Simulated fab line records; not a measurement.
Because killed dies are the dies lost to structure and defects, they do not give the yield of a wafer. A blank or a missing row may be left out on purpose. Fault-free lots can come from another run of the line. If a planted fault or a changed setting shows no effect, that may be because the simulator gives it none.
Which tool did it? || flow berkeleyCmos170 || 21 wafers from 7 lots sampled at 2 of the route's 331 steps

WHAT THE GAUGES SHOWED, per wafer
UCB170_M1_RS_MEAS_01: the measuring method here is four-point-probe.
{"lot": "L240", "measured": "day 8 05:45", "on": "filmMetro-04", "M1_AL_RS (ohm/sq)": "0.0492 0.0491 0.0493"}
{"lot": "L244", "measured": "day 8 22:47", "on": "filmMetro-04", "M1_AL_RS (ohm/sq)": "0.0479 0.0480 0.0480"}
{"lot": "L247", "measured": "day 9 18:26", "on": "filmMetro-03", "M1_AL_RS (ohm/sq)": "0.0482 0.0487 0.0483"}
{"lot": "L253", "measured": "day 10 18:01", "on": "filmMetro-04", "M1_AL_RS (ohm/sq)": "0.0480 0.0488 0.0484"}
{"lot": "L256", "measured": "day 11 20:36", "on": "filmMetro-03", "M1_AL_RS (ohm/sq)": "0.0480 0.0484 0.0479"}
{"lot": "L257", "measured": "day 12 03:10", "on": "filmMetro-04", "M1_AL_RS (ohm/sq)": "0.0563 0.0567 0.0559"}
{"lot": "L263", "measured": "day 13 08:43", "on": "filmMetro-04", "M1_AL_RS (ohm/sq)": "0.0485 0.0492 0.0488"}

WHICH TOOL RAN EACH LOT (tool, then ch and the chambers of the sampled wafers, then the start)
{"lot": "L240", "UCB170_M1_SPUTTER_00": "pvdSputter-03, day 8 05:41"}
{"lot": "L244", "UCB170_M1_SPUTTER_00": "pvdSputter-04, day 8 22:41"}
{"lot": "L247", "UCB170_M1_SPUTTER_00": "pvdSputter-04, day 9 18:22"}
{"lot": "L253", "UCB170_M1_SPUTTER_00": "pvdSputter-02, day 10 17:53"}
{"lot": "L256", "UCB170_M1_SPUTTER_00": "pvdSputter-04, day 11 20:30"}
{"lot": "L257", "UCB170_M1_SPUTTER_00": "pvdSputter-02, day 12 03:05"}
{"lot": "L263", "UCB170_M1_SPUTTER_00": "pvdSputter-03, day 13 08:35"}
- UCB170_M1_SPUTTER_00: material Al, target thk 600 nm, time 80 s.

THE ANSWER, worked out from the rows above alone
Rule: the usual values come from the lots themselves. Put in order of their means at a reading, lots are off if they are a third of the lots or fewer, leave a main group of 4 or more, and stand apart from it by a gap of 3 or more times the standard deviation of the main group's means; of several such gaps the widest counts. A main group whose means are all the same, to the digits that the tables above print for the reading, isn't used. A lot without any number at a reading at which 4 lots or more have one is off too. The other lots that the step has rows for count as sound.
Off: L257, at UCB170_M1_RS_MEAS_01 (M1_AL_RS). Main group: mean 0.0485 ohm/sq, sd 0.00042.
If a tool, at a process step before that reading, ran all the lots that are off and no sound lot after the first of them, it fits. Those tools and the gauges at UCB170_M1_RS_MEAS_01 are tried in the same way. One fits: pvdSputter-02 at UCB170_M1_SPUTTER_00. Its last sound lot is L253 (day 10 17:53), its first lot that is off L257 (day 12 03:05): a fault that began between those two fits.

WHAT THE SIMULATOR HAD INSERTED
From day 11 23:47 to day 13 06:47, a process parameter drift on pvdSputter-02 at UCB170_M1_SPUTTER_00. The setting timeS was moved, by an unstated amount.
Lots struck among those shown: L257. Same finding as the rule above.
